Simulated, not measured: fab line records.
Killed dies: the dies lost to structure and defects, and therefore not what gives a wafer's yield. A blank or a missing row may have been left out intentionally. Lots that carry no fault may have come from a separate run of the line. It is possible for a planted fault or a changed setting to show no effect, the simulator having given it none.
Tool commonality check || flow rit cmos || 42 wafers sampled across 14 lots

== WHAT PROMPTED THE OPENING ==
At RIT_PSD_TW_MEAS_10 the reading PSD_TW is flagged on 2 of 14 lots. Wafers without a fault read 3437, standard deviation 24.
Rule: a lot is flagged in two cases, either no wafer of it has a number, or all its wafers with numbers fall more than 4 standard deviations from that mean. As for the other lots, they are considered sound.

{"lot": "L580", "measured": "day 3 04:43", "on": "film metro-02", "PSD_TW, wafer by wafer": "3424 3431 3421", "flag": ""}
{"lot": "L581", "measured": "day 3 07:34", "on": "film metro-04", "PSD_TW, wafer by wafer": "3447 3457 3443", "flag": ""}
{"lot": "L582", "measured": "day 3 12:41", "on": "film metro-03", "PSD_TW, wafer by wafer": "3612 3626 3615", "flag": "FLAGGED"}
{"lot": "L587", "measured": "day 4 14:10", "on": "film metro-02", "PSD_TW, wafer by wafer": "3395 3374 3406", "flag": ""}
{"lot": "L589", "measured": "day 5 03:29", "on": "film metro-03", "PSD_TW, wafer by wafer": "3619 3612 3616", "flag": "FLAGGED"}
{"lot": "L594", "measured": "day 6 01:46", "on": "film metro-04", "PSD_TW, wafer by wafer": "3471 3469 3479", "flag": ""}
{"lot": "L595", "measured": "day 6 04:25", "on": "film metro-03", "PSD_TW, wafer by wafer": "3472 3451 3473", "flag": ""}
{"lot": "L596", "measured": "day 6 09:43", "on": "film metro-02", "PSD_TW, wafer by wafer": "3392 3415 3396", "flag": ""}
{"lot": "L597", "measured": "day 6 15:16", "on": "film metro-04", "PSD_TW, wafer by wafer": "3478 3463 3471", "flag": ""}
{"lot": "L598", "measured": "day 6 21:34", "on": "film metro-03", "PSD_TW, wafer by wafer": "3445 3453 3446", "flag": ""}
{"lot": "L599", "measured": "day 7 05:20", "on": "film metro-02", "PSD_TW, wafer by wafer": "3398 3407 3424", "flag": ""}
{"lot": "L600", "measured": "day 7 10:37", "on": "film metro-03", "PSD_TW, wafer by wafer": "3429 3446 3419", "flag": ""}
{"lot": "L601", "measured": "day 7 11:59", "on": "film metro-03", "PSD_TW, wafer by wafer": "3441 3442 3456", "flag": ""}
{"lot": "L602", "measured": "day 7 17:32", "on": "film metro-02", "PSD_TW, wafer by wafer": "3403 3421 3420", "flag": ""}
On average the flagged lots' numbers are 3617, which is +180 against the usual, or +7 standard deviations.

== LOT BY LOT: THE TOOL USED ==
The record holds 1 process step before the reading, out of a route of 202 steps. In each cell: the tool, then ch and the chambers that the sampled wafers went through, then the start.
{"lot": "L580", "flag": "", "RIT_PSD_IMPLANT_08": "implanter-04 ch 0, day 3 04:24"}
{"lot": "L581", "flag": "", "RIT_PSD_IMPLANT_08": "implanter-04 ch 0, day 3 07:14"}
{"lot": "L582", "flag": "FLAGGED", "RIT_PSD_IMPLANT_08": "implanter-03 ch 0, day 3 12:04"}
{"lot": "L587", "flag": "", "RIT_PSD_IMPLANT_08": "implanter-04 ch 0, day 4 13:52"}
{"lot": "L589", "flag": "FLAGGED", "RIT_PSD_IMPLANT_08": "implanter-04 ch 0, day 5 02:53"}
{"lot": "L594", "flag": "", "RIT_PSD_IMPLANT_08": "implanter-03 ch 0, day 6 01:28"}
{"lot": "L595", "flag": "", "RIT_PSD_IMPLANT_08": "implanter-03 ch 0, day 6 04:05"}
{"lot": "L596", "flag": "", "RIT_PSD_IMPLANT_08": "implanter-03 ch 0, day 6 09:26"}
{"lot": "L597", "flag": "", "RIT_PSD_IMPLANT_08": "implanter-04 ch 0, day 6 14:56"}
{"lot": "L598", "flag": "", "RIT_PSD_IMPLANT_08": "implanter-01 ch 0, day 6 21:15"}
{"lot": "L599", "flag": "", "RIT_PSD_IMPLANT_08": "implanter-03 ch 0, day 7 05:01"}
{"lot": "L600", "flag": "", "RIT_PSD_IMPLANT_08": "implanter-04 ch 0, day 7 10:16"}
{"lot": "L601", "flag": "", "RIT_PSD_IMPLANT_08": "implanter-04 ch 0, day 7 11:41"}
{"lot": "L602", "flag": "", "RIT_PSD_IMPLANT_08": "implanter-03 ch 0, day 7 17:14"}
What is done by these steps:
- RIT_PSD_IMPLANT_08
- RIT_PSD_TW_MEAS_10

== FLAGGED AGAINST TOTAL, ONE TOOL AT A TIME (gauges that did the reading follow at the end) ==
{"step": "RIT_PSD_IMPLANT_08", "tool": "implanter-01", "lots run": 1, "flagged": 0, "share of the flagged lots": "none", "sound lots run after its first flagged lot": "-"}
{"step": "RIT_PSD_IMPLANT_08", "tool": "implanter-03", "lots run": 6, "flagged": 1, "share of the flagged lots": "some", "sound lots run after its first flagged lot": "5 (L594,L595,L596,L599,L602)"}
{"step": "RIT_PSD_IMPLANT_08", "tool": "implanter-04", "lots run": 7, "flagged": 1, "share of the flagged lots": "some", "sound lots run after its first flagged lot": "3 (L597,L600,L601)"}
{"step": "RIT_PSD_TW_MEAS_10", "tool": "film metro-02", "lots run": 5, "flagged": 0, "share of the flagged lots": "none", "sound lots run after its first flagged lot": "-"}
{"step": "RIT_PSD_TW_MEAS_10", "tool": "film metro-03", "lots run": 6, "flagged": 2, "share of the flagged lots": "all", "sound lots run after its first flagged lot": "4 (L595,L598,L600,L601)"}
{"step": "RIT_PSD_TW_MEAS_10", "tool": "film metro-04", "lots run": 3, "flagged": 0, "share of the flagged lots": "none", "sound lots run after its first flagged lot": "-"}

== WHAT THE TABLE ALLOWS ==
All flagged lots share 1 row of the table, namely film metro-03 at RIT_PSD_TW_MEAS_10.
- film metro-03 at RIT_PSD_TW_MEAS_10 ran 6 lots, 2 of them flagged. Sound lots followed the first flagged one (L595, L598, L600, L601) on it, something a lasting fault affecting the whole tool could not allow.
No row of the table ran every flagged lot and no sound lot after the first.

== WHAT THE SIMULATOR HAD PUT IN ==
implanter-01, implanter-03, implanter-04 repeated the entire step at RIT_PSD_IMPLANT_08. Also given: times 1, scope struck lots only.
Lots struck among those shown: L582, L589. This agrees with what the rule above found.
